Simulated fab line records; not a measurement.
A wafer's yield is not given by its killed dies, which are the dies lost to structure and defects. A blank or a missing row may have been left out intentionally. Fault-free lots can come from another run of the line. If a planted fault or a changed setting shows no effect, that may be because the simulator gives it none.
Which of the tools did it?	flow berkeley cmos170	15 lots (45 wafers sampled), 1 step of a 331-step route

== WHAT EACH GAUGE READ, for each wafer ==
No reading from a measuring or inspecting step in the record can be judged against a usual standard deviation.

== EACH LOT AND THE TOOL THAT RAN IT (in order: tool; ch and the chambers of the sampled wafers; start) ==
lot	UCB170_GATE_ANNEAL_03
L846	furnace-02 ch 0, day 6 02:59
L847	furnace-02 ch 0, day 6 08:49
L848	furnace-02 ch 0, day 6 08:49
L849	furnace-03 ch 0, day 6 12:25
L853	furnace-02 ch 0, day 7 01:51
L859	furnace-01 ch 0, day 8 15:14
L860	furnace-01 ch 0, day 8 21:11
L862	furnace-01 ch 0, day 8 21:11
L861	furnace-02 ch 0, day 9 16:44
L863	furnace-02 ch 0, day 9 16:44
L864	furnace-02 ch 0, day 9 16:44
L865	furnace-02 ch 0, day 9 16:44
L867	furnace-03 ch 0, day 9 22:46
L868	furnace-03 ch 0, day 9 22:46
L869	furnace-02 ch 0, day 10 09:37
- UCB170_GATE_ANNEAL_03: time 1800 s.

== WHAT THE TOOLS THEMSELVES READ (means of the sampled wafers that have a number; where no wafer has one, the mark that the record gives instead) ==
UCB170_GATE_ANNEAL_03. Usual: spike tc centre C 902.7 C, standard deviation 1.6; spike tc load C 925.2 C, standard deviation 2.8; spike tc source C 922.7 C, standard deviation 2.1; tube center temp C 899.99 C, standard deviation 0.08; tube_center_temp_C_max 902.4, standard deviation 0.45.
lot	tool	spike tc centre C (C)	spike tc load C (C)	spike tc source C (C)	tube center temp C (C)	tube_center_temp_C_max	flag
L846	furnace-02	901.4	925.4	924.2	899.98	902.0	
L847	furnace-02	902.5	925.1	924.3	899.95	902.0	
L848	furnace-02	901.7	924.5	924.0	900.03	902.6	
L849	furnace-03	904.0	922.2	920.5	900.09	902.7	
L853	furnace-02	902.5	924.9	923.9	899.96	902.2	
L859	furnace-01	864.9	890.9	885.0	862.39	864.9	OFF
L860	furnace-01	864.3	890.4	886.7	862.46	865.4	OFF
L862	furnace-01	864.9	890.2	885.3	862.50	864.6	OFF
L861	furnace-02	901.7	925.5	923.0	899.95	902.2	
L863	furnace-02	901.6	924.4	923.8	899.97	902.4	
L864	furnace-02	903.4	924.9	923.3	899.96	902.7	
L865	furnace-02	902.4	924.6	922.7	899.98	902.4	
L867	furnace-03	904.9	920.9	919.3	899.99	901.9	
L868	furnace-03	905.5	921.7	919.5	899.94	902.4	
L869	furnace-02	901.1	924.8	923.5	899.98	902.9	

== THE ANSWER, worked out from the rows above alone ==
Rule: take the mean of a lot's wafers that have a number; if it is more than 3 standard deviations from the usual mean, the lot is off. A lot without any number at a reading at which 4 lots or more have one is off too. All remaining lots with rows at the step are treated as sound. Order of review: gauges by route order, followed by the tools' own readings, for which a lot's mean as printed above is used. At the first step where some lot is off, the reading lying furthest off is the one used; lots without a number count as furthest.
Off: L859, L860, L862 (UCB170_GATE_ANNEAL_03, tube center temp C).
If a tool, at that step or one of the process steps before it, ran each lot that is off and ran no sound lot following the first of them, it fits. One fits: UCB170_GATE_ANNEAL_03 on furnace-01. It ran no sound lot before its first lot that is off in this sample, so the start can't be narrowed down.
The tool's own readings at UCB170_GATE_ANNEAL_03 bear it out: on the lots that are off they differ by more than 5 times the standard deviation of the sound lots' means. spike tc centre C reads 864.7 C there against 902.7 C on the sound lots; spike tc load C reads 890.5 C there against 924.1 C on the sound lots; spike tc source C reads 885.7 C there against 922.7 C on the sound lots; tube center temp C reads 862.45 C there against 899.98 C on the sound lots; tube_center_temp_C_max reads 865.0 there against 902.4 on the sound lots.

== WHAT WAS PUT IN BY THE SIMULATOR ==
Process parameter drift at UCB170_GATE_ANNEAL_03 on furnace-01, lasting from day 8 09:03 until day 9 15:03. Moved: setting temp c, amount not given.
Shown lots that were struck: L859, L860, L862. The same result came from the rule above.
